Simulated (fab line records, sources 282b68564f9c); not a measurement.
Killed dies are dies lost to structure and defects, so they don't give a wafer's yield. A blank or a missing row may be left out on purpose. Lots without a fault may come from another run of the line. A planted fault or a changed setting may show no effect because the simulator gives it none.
Which tool did it? | flow rit_cmos | 13 lots, 39 wafers sampled, at 3 steps of a route of 202

WHAT THE GAUGES READ, wafer by wafer
The record holds no reading of a measuring or inspecting step that can be judged against a usual standard deviation.

WHICH TOOL RAN EACH LOT (tool, then ch and the chambers of the sampled wafers, then the start)
lot  | RIT_PWELL_EXPOSE_03                | RIT_NSD_STRIP_09                    | RIT_M1_PROBE_99
L690 | iline_stepper-01 ch 0, day 2 00:00 | plasma_asher-03 ch 1, day 3 02:50   | prober-02, day 3 12:46
L691 | iline_stepper-02 ch 0, day 2 03:23 | plasma_asher-04 ch 0,1, day 3 09:43 | prober-01, day 3 19:29
L692 | iline_stepper-02 ch 0, day 2 11:40 | plasma_asher-04 ch 0,1, day 3 16:19 | prober-02, day 4 01:47
L694 | iline_stepper-01 ch 0, day 2 19:22 | plasma_asher-03 ch 0,1, day 4 00:14 | prober-01, day 4 09:59
L698 | iline_stepper-02 ch 0, day 3 16:42 | plasma_asher-04 ch 0,1, day 4 21:55 | prober-01, day 5 07:42
L704 | iline_stepper-02 ch 0, day 4 22:35 | plasma_asher-02 ch 0,1, day 6 02:55 | prober-02, day 6 12:46
L705 | iline_stepper-01 ch 0, day 5 02:05 | plasma_asher-02 ch 0,1, day 6 03:57 | prober-02, day 6 14:13
L706 | iline_stepper-01 ch 0, day 5 09:14 | plasma_asher-02 ch 0,1, day 6 12:00 | prober-01, day 6 21:38
L707 | iline_stepper-02 ch 0, day 5 12:44 | plasma_asher-02 ch 1, day 6 16:31   | prober-02, day 7 02:36
L708 | iline_stepper-01 ch 0, day 5 17:19 | plasma_asher-02 ch 0,1, day 6 19:28 | prober-01, day 7 05:04
L709 | iline_stepper-02 ch 0, day 5 22:17 | plasma_asher-02 ch 0,1, day 7 01:37 | prober-02, day 7 12:07
L710 | iline_stepper-02 ch 0, day 6 03:50 | plasma_asher-03 ch 0,1, day 7 08:13 | prober-01, day 7 18:10
L712 | iline_stepper-02 ch 0, day 6 11:56 | plasma_asher-04 ch 0,1, day 7 15:22 | prober-01, day 8 01:25
- RIT_PWELL_EXPOSE_03: exposes mask M3, target cd 43700 nm.
- RIT_NSD_STRIP_09: strips in O2, time 180 s.
- RIT_M1_PROBE_99

WHAT THE TOOLS THEMSELVES READ (means of the sampled wafers that have a number; where no wafer has one, the mark that the record gives instead)
RIT_PWELL_EXPOSE_03.
lot  | tool             | exposure_dose_mJ_cm2
L690 | iline_stepper-01 | 249.91
L691 | iline_stepper-02 | 250.16
L692 | iline_stepper-02 | 250.18
L694 | iline_stepper-01 | 250.05
L698 | iline_stepper-02 | 249.98
L704 | iline_stepper-02 | 250.24
L705 | iline_stepper-01 | 250.05
L706 | iline_stepper-01 | 250.14
L707 | iline_stepper-02 | 249.93
L708 | iline_stepper-01 | 249.99
L709 | iline_stepper-02 | 250.05
L710 | iline_stepper-02 | 249.61
L712 | iline_stepper-02 | 249.90

RIT_NSD_STRIP_09.
lot  | tool            | drypump_motor_current_A (A)
L690 | plasma_asher-03 | 5.5
L691 | plasma_asher-04 | 5.8
L692 | plasma_asher-04 | 5.8
L694 | plasma_asher-03 | 5.6
L698 | plasma_asher-04 | 5.9
L704 | plasma_asher-02 | 5.3
L705 | plasma_asher-02 | 5.3
L706 | plasma_asher-02 | 5.7
L707 | plasma_asher-02 | 6.0
L708 | plasma_asher-02 | 5.3
L709 | plasma_asher-02 | 5.3
L710 | plasma_asher-03 | 5.6
L712 | plasma_asher-04 | 5.7

RIT_M1_PROBE_99.
lot  | tool      | killed_at_M0_to_M3 | killed_at_contacts | killed_at_front_end | killed_dies | killed_on_rim | killed_open | killed_short
L690 | prober-02 | 0.0                | 0.0                | 9.0                 | 9.0         | 3.7           | 4.0         | 5.0
L691 | prober-01 | 0.0                | 0.0                | 7.7                 | 7.7         | 1.3           | 4.3         | 3.3
L692 | prober-02 | 0.0                | 0.0                | 7.0                 | 7.0         | 1.0           | 4.7         | 2.3
L694 | prober-01 | 0.0                | 0.0                | 7.7                 | 7.7         | 3.0           | 3.3         | 4.3
L698 | prober-01 | 0.0                | 0.0                | 7.7                 | 7.7         | 2.0           | 4.7         | 3.0
L704 | prober-02 | 0.0                | 0.3                | 4.0                 | 4.3         | 0.7           | 1.0         | 3.3
L705 | prober-02 | 0.0                | 0.0                | 6.3                 | 6.3         | 2.3           | 3.3         | 3.0
L706 | prober-01 | 0.0                | 0.0                | 9.7                 | 9.7         | 2.7           | 4.7         | 5.0
L707 | prober-02 | 0.0                | 0.0                | 6.3                 | 6.3         | 3.3           | 1.7         | 4.7
L708 | prober-01 | 0.0                | 0.0                | 7.7                 | 7.7         | 1.3           | 5.0         | 2.7
L709 | prober-02 | 0.3                | 0.0                | 8.7                 | 9.0         | 2.7           | 4.3         | 4.3
L710 | prober-01 | 0.0                | 0.3                | 5.3                 | 5.7         | 2.3           | 3.7         | 2.0
L712 | prober-01 | 0.0                | 0.0                | 4.7                 | 4.7         | 2.7           | 3.3         | 1.0

THE ANSWER, worked out from the rows above alone
Rule: what is usual is taken from the lots themselves. Put in order of their means at a reading, lots are off if they are a third of the lots or fewer, leave a main group of 4 or more, and stand apart from it by a gap of 3 or more times the standard deviation of the main group's means; of several such gaps the widest counts. A main group whose means are all the same, to the digits that the tables above print for the reading, isn't used. A lot without any number at a reading at which 4 lots or more have one is off too. The other lots that the step has rows for count as sound. The gauges are gone through in route order, then the tools' own readings, and for those a lot's mean is taken as printed above. The first step at which some lot is off is used, and at that step the reading that is off furthest; a lot without a number counts as furthest.
No lot is off at any reading shown: from this, nothing can be told.

WHAT THE SIMULATOR HAD PUT IN
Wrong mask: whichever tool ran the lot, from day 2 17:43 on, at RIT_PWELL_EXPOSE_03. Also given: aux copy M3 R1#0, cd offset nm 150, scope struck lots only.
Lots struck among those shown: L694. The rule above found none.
